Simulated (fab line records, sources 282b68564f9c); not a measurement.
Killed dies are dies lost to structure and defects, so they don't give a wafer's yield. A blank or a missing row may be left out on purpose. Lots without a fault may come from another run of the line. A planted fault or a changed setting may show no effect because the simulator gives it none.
fab line records | flow rit_cmos
record lots=6 wafers=18 last_day=8
route steps=202 shown NLDD@104 PLDD@114 M1@202
lots that met no fault: from a run of the same line without faults
start_h: hours from the record's first day to the start of the lot's first wafer shown | wait_h: hours since the lot's step before | " the same as in the row above | L1.1+2: a row that stands for several wafers | - no value, or no start given | * or withheld: withheld | < > ~ a bound
route shown NAME@n: a module of which the file shows steps, and the number in the route of the first | usual: mean/standard deviation of fault-free wafers | same: alike in all rows | chamber/n: place in a boat | sites: the reading at each site | _std_site: their standard deviation | _edge_site: outer sites' mean less inner sites' | radius_mm: how far each site lies from the wafer's centre | mask NAME#n: copy n | behind: the tool/chamber that last shaped the wafer | hold: why the lot was held/for how many hours/how that ended | device: the transistor (n, p or np) that didn't switch | end of line: the same wafers' tests at the end of the route | a step without rows: its recipe alone | killed: dies lost to structure and defects at the first sort, not the wafer's yield | map: a wafer's dies, x killed, . not, _ none there
set.NAME: the setting as run; set.NAME@STEP: as run at that earlier step | model.NAME: the simulator's own value behind a step, which no gauge read
lots at some steps of the route; a table a step, a row a wafer
services: from which hour (start_h, from the record's first day; less than 0 if before it) a tool's chamber was out of use, for how many hours, and why
## steps
# step RIT_NLDD_COAT_01
# recipe resist=NOVOLAK spin_rpm=3303 resist_thk_nm=1000
# step RIT_NLDD_SOFTBAKE_02
# recipe resist=NOVOLAK temp_c=90 time_s=60
# step RIT_NLDD_EXPOSE_03
# recipe mask_id=M7 na=0.57 target_cd_nm=40700 dose_mj=250
# step RIT_NLDD_PEB_04
# recipe resist=NOVOLAK temp_c=withheld time_s=withheld
# step RIT_NLDD_DEVELOP_05
# recipe resist=NOVOLAK develop_time_s=50 dev_temp_c=23
# step RIT_NLDD_OVL_MEAS_06
# usual NLDD_OVL=1.1/1.3
# columns lot.wafer tool chamber start_h wait_h NLDD_OVL[nm]
L175.1 overlay-02 - 53.21 - -2.3
L175.5 " - " " 0.9
L175.6 " - " " -1.2
L176.1 overlay-01 - 55.22 - 1.0
L176.4 " - " " 1.2
L176.6 " - " " 1.4
L179.1 overlay-01 - 70.88 - 0.1
L179.3 " - " " 0.7
L179.6 " - " " 2.9
L182.1 overlay-01 - 83.95 - 1.5
L182.2 " - " " 0.2
L182.4 " - " " 1.3
L195.1 overlay-02 - 161.64 - 2.2
L195.3 " - " " 1.7
L195.4 " - " " 3.4
L197.2 overlay-01 - 172.09 - 1.1
L197.3 " - " " 1.7
L197.5 " - " " 1.2
# step RIT_NLDD_HARDBAKE_07
# recipe resist=NOVOLAK temp_c=140 time_s=60
# step RIT_NLDD_IMPLANT_08
# recipe species=P energy_kev=20 dose_cm2=5e+14 tilt_deg=7
# step RIT_NLDD_STRIP_09
# recipe chemistry=O2 time_s=180 resist=NOVOLAK platen_temp_c=withheld power_w=500 pressure_mtorr=4000 o2_flow_sccm=4000
# usual chamber_pressure_mTorr=4000/3.8 drypump_motor_current_A=5.6/0.5 rf_refl_power_W=8.3/1.1
# same time_s=180
# columns lot.wafer tool chamber start_h wait_h chamber_pressure_mTorr drypump_motor_current_A rf_hours_counter_h rf_refl_power_W
L175.1 plasma_asher-02 1 53.54 0.1 4000 5.1 26 7.0
L175.5 " 0 " " 3999 6.5 - 8.9
L175.6 " 1 " " 4005 5.1 - 7.0
L176.1 plasma_asher-02 0 55.56 0.1 4000 6.4 26 8.8
L176.4 " 1 " " 4000 5.1 - 7.1
L176.6 " 0 " " 4005 6.4 - 8.9
L179.1 plasma_asher-03 0 71.22 0.1 3997 6.0 43 9.1
L179.3 " 1 " " 3998 5.7 - 8.4
L179.6 " 0 " " 4000 6.0 - 9.1
L182.1 plasma_asher-01 0 84.29 0.1 3999 5.1 43 6.3
L182.2 " 1 " " 4000 5.1 43 9.3
L182.4 " 1 " " 3975 5.2 - 9.0
L195.1 plasma_asher-03 1 161.97 0.1 3997 5.7 52 8.3
L195.3 " 1 " " 4002 5.6 - 8.2
L195.4 " 0 " " 4002 6.0 - 9.3
L197.2 plasma_asher-02 1 172.49 0.1 4000 5.1 38 6.9
L197.3 " 0 " " 3999 6.5 - 8.7
L197.5 " 0 " " 3996 6.5 - 8.9
# step RIT_NLDD_TW_MEAS_10
# usual NLDD_TW=2488/18
# columns lot.wafer tool chamber start_h wait_h NLDD_TW
L175.1 film_metro-03 - 53.72 0.1 2498
L175.5 " - " " 2495
L175.6 " - " " 2497
L176.1 film_metro-01 - 55.73 0.1 2459
L176.4 " - " " 2467
L176.6 " - " " 2471
L179.1 film_metro-02 - 71.39 0.1 2505
L179.3 " - " " 2522
L179.6 " - " " 2503
L182.1 film_metro-03 - 84.46 0.1 2473
L182.2 " - " " 2494
L182.4 " - " " 2472
L195.1 film_metro-03 - 162.15 0.1 2492
L195.3 " - " " 2480
L195.4 " - " " 2494
L197.2 film_metro-02 - 172.67 0.1 2510
L197.3 " - " " 2532
L197.5 " - " " 2522
# step RIT_PLDD_HMDS_00
# recipe prime_time_s=60 prime_temp_c=140
# step RIT_PLDD_COAT_01
# recipe resist=NOVOLAK spin_rpm=3250 resist_thk_nm=1000
# step RIT_PLDD_SOFTBAKE_02
# recipe resist=NOVOLAK temp_c=90 time_s=60
# usual resist_line_temp_C=23.01/0.092 run_length_s=89.26/0.13
# columns lot.wafer tool chamber start_h wait_h resist_line_temp_C run_length_s
L175.1 litho_track-01 0 54.08 0.1 23.04 89.11
L175.5 " 0 " " 22.88 89.09
L175.6 " 0 " " 22.99 89.23
L176.1 litho_track-01 0 56.09 0.1 23.00 89.19
L176.4 " 0 " " 22.87 89.26
L176.6 " 0 " " 22.86 89.07
L179.1 litho_track-01 0 71.75 0.1 23.04 94.37
L179.3 " 0 " " 23.11 94.57
L179.6 " 0 " " 23.12 94.50
L182.1 litho_track-01 0 84.82 0.1 22.97 94.43
L182.2 " 0 " " 23.06 94.35
L182.4 " 0 " " 22.80 94.35
L195.1 litho_track-02 0 162.51 0.1 22.87 89.25
L195.3 " 0 " " 23.02 89.14
L195.4 " 0 " " 23.02 89.42
L197.2 litho_track-02 0 173.05 0.1 23.19 89.14
L197.3 " 0 " " 22.88 89.24
L197.5 " 0 " " 23.14 89.13
# step RIT_PLDD_EXPOSE_03
# recipe mask_id=M8 na=0.57 target_cd_nm=40900 dose_mj=250
# step RIT_M1_PROBE_99
# usual killed_at_contacts=0.1/0.23 killed_at_front_end=7/3 killed_dies=7/3 killed_open=3.3/2.1 killed_short=3.7/1.9
# same gross_dies=264 killed_at_M0_to_M3=0 killed_at_M4_up=0 killed_at_back_side=0 killed_at_other=0
# columns lot.wafer tool chamber start_h wait_h killed_at_contacts killed_at_front_end killed_dies killed_open killed_short
L175.1 prober-01 - 70.39 0.1 0 3 3 0 3
L175.5 prober-01 - 70.59 0.2 0 4 4 2 2
L175.6 prober-01 - 70.64 0.2 0 6 6 0 6
L176.1 prober-02 - 73.64 0.1 0 5 5 2 3
L176.4 prober-02 - 73.79 0.2 0 7 7 3 4
L176.6 prober-02 - 73.89 0.2 0 6 6 5 1
L179.1 prober-01 - 87.98 0.1 0 6 6 3 3
L179.3 prober-01 - 88.08 0.2 0 5 5 3 1
L179.6 prober-01 - 88.23 0.2 0 4 4 2 2
L182.1 prober-02 - 100.80 0.1 0 5 5 2 3
L182.2 prober-02 - 100.85 0.1 0 4 4 0 4
L182.4 prober-02 - 100.95 0.2 0 3 3 1 2
L195.1 prober-01 - 178.76 0.1 0 8 8 6 2
L195.3 prober-01 - 178.86 0.2 0 7 7 5 2
L195.4 prober-01 - 178.91 0.2 0 9 9 6 3
L197.2 prober-01 - 187.35 0.1 1 8 9 3 6
L197.3 prober-01 - 187.40 0.2 0 6 6 2 4
L197.5 prober-01 - 187.50 0.2 0 12 12 6 6
# killed by level:class
L175.1 GATE:geometric_particle:short=3
L175.5 GATE:geometric_particle:open=2 FOX2:geometric_particle:short=1 SPACER:geometric_particle:short=1
L175.6 SPACER:geometric_particle:short=3 REOX:geometric_particle:short=2 GATE:geometric_particle:short=1
L176.1 SPACER:geometric_particle:short=2 FOX1:geometric_particle:short=1 GATE:geometric_particle:open=1 SILICIDE:geometric_particle:open=1
L176.4 GATE:geometric_particle:short=2 GATE:geometric_particle:open=2 SPACER:geometric_particle:open=1 SPACER:geometric_particle:short=1 SILICIDE:geometric_particle:short=1
L176.6 GATE:geometric_particle:open=2 SPACER:geometric_particle:open=2 GATE:geometric_particle:short=1 SILICIDE:geometric_particle:open=1
L179.1 GATE:geometric_particle:short=3 GATE:geometric_particle:open=2 FOX1:geometric_particle:open=1
L179.3 GATE:geometric_particle:open=3 FOX2:geometric_particle:short=1 PWELL:coat_microbubble_printed=1
L179.6 GATE:geometric_particle:short=2 FOX1:geometric_particle:open=1 FOX2:geometric_particle:open=1
L182.1 FOX1:geometric_particle:open=1 FOX1:geometric_particle:short=1 GATE:geometric_particle:open=1 GATE:geometric_particle:short=1 SPACER:geometric_particle:short=1
L182.2 GATE:geometric_particle:short=2 FOX1:geometric_particle:short=1 FOX2:geometric_particle:short=1
L182.4 GATE:geometric_particle:short=1 SPACER:geometric_particle:open=1 SPACER:geometric_particle:short=1
L195.1 GATE:geometric_particle:open=3 FOX2:geometric_particle:open=2 FOX2:geometric_particle:short=1 REOX:geometric_particle:short=1 SILICIDE:geometric_particle:open=1
L195.3 GATE:geometric_particle:open=2 FOX1:geometric_particle:open=1 FOX2:geometric_particle:open=1 GATE:geometric_particle:short=1 REOX:geometric_particle:short=1 SILICIDE:geometric_particle:open=1
L195.4 REOX:geometric_particle:open=4 REOX:geometric_particle:short=2 GATE:geometric_particle:open=1 GATE:geometric_particle:short=1 SILICIDE:geometric_particle:open=1
L197.2 GATE:geometric_particle:short=3 SILICIDE:geometric_particle:short=2 REOX:geometric_particle:short=1 REOX:geometric_particle:open=1 SPACER:geometric_particle:open=1 CONTACT:geometric_particle:open=1
L197.3 SILICIDE:geometric_particle:short=2 GATE:geometric_particle:short=1 GATE:geometric_particle:open=1 SPACER:geometric_particle:open=1 SPACER:geometric_particle:short=1
L197.5 FOX1:geometric_particle:short=3 GATE:geometric_particle:open=3 REOX:geometric_particle:short=2 SPACER:geometric_particle:open=2 GATE:geometric_particle:short=1 REOX:geometric_particle:open=1
## services
# columns tool chamber start_h hours kind
plasma_asher-01 - 74.82 4.1 repair
plasma_asher-02 - 114.45 7.6 repair
## key
first_sign step=RIT_PLDD_SOFTBAKE_02 reading=run_length_s direction=up sigmas=41 usual=* struck=*
effect none on later readings
met_at RIT_PLDD_SOFTBAKE_02
struck_wafers L179.1,L179.3,L179.6,L182.1,L182.2,L182.4
tester_left_out L179,L182
onset_between 56.09 71.75
fault kind=process_parameter_drift tool=litho_track-01 chamber=- onset_h=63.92 steps=RIT_PLDD_SOFTBAKE_02 channel=time_s offset=* shape=step end_h=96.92 acts_in=* stated=*
# tester_left_out: of these lots the tester's yield and bins aren't shown, on N5 and GAA mostly nor the transistor test; their killed dies are dies lost to structure and defects alone, not to doping, threshold or leakage, so they don't give the yield
